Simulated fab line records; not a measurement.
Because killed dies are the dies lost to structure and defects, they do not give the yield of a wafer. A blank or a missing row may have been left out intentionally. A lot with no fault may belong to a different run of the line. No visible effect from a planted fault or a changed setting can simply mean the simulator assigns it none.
One fault through the eyes of 2 desks    flow berkeleyCmos170    what lay behind the numbers comes last; until then each desk has only its own

== AT THE METROLOGY DESK ==
What the gauges read, lot by lot, whatever tool the lot ran on: means of the sampled wafers that have a number. A lot is out of limits, marked OUT, if its mean lies more than 4 standard deviations from the usual mean; the brackets give that distance.
Columns: A = GATE_OXIDE_THK at UCB170_GATE_THK_MEAS_02, usual 6.54 nm; B = GATE_POLY_THK at UCB170_GATE_THK_MEAS_05, usual 215.4 nm; C = cdNm at UCB170_GATE_CD_MEAS_12, usual 349.6 nm; D = GATE_OVL at UCB170_GATE_OVL_MEAS_13, usual 1 nm
lot   first seen here  A     B      C      D
L256  day 7 02:13      6.47  217.0  348.9  1
L259  day 7 17:24      6.28  210.7  348.6  2
L262  day 8 06:01      6.78  217.4  348.7  1
L264  day 9 08:26      6.33  214.1  349.7  2
L273  day 11 00:26     6.47  213.9  349.5  1
L271  day 11 00:31     6.62  215.9  351.5  -5
Result from this desk: across the 6 lots, nothing is out of limits.

== THE TOOL OWNER'S DESK: rieDiel-01 ==
The tool's own readings at UCB170_GATE_ETCH_14 (etches BARC in N2/H2): means of the sampled wafers that have a number, for each lot that ran on this tool. A lot is out of limits, marked OUT, if its mean lies more than 4 standard deviations from the usual mean; the brackets give that distance.
Columns: A = drypumpMotorCurrentA at UCB170_GATE_ETCH_14, usual 5.7 A; B = oesProductAu at UCB170_GATE_ETCH_14, usual 1.006 a.u.; C = throttleValvePct at UCB170_GATE_ETCH_14, usual 13.32 %
lot   first seen here  A    B                C
L259  day 8 07:44      5.8  1.027            13.47
L262  day 8 18:25      5.8  0.772 (-12) OUT  13.53
L264  day 9 18:08      5.7  0.776 (-12) OUT  13.47
This desk finds L262, L264 out of limits, L262 being first, at day 8 18:25 (oesProductAu at UCB170_GATE_ETCH_14). Within limits: L259.

== TAKEN TOGETHER ==
On L262, L264, at day 8 18:25, an alarm was possible from the tool owner's desk.
Nothing out of limits was seen by the metrology desk.
The metrology desk has L262, L264 on record, within its limits.
Every lot named ran UCB170_GATE_ETCH_14 on rieDiel-01.

== WHAT THE SIMULATOR HAD PUT IN ==
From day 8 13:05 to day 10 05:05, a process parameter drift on rieDiel-01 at UCB170_GATE_ETCH_14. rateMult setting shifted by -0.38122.
Struck lots among those shown: L262, L264.
Delay in hours, fault start to first out-of-limits reading, by desk: the tool owner's desk at 5.
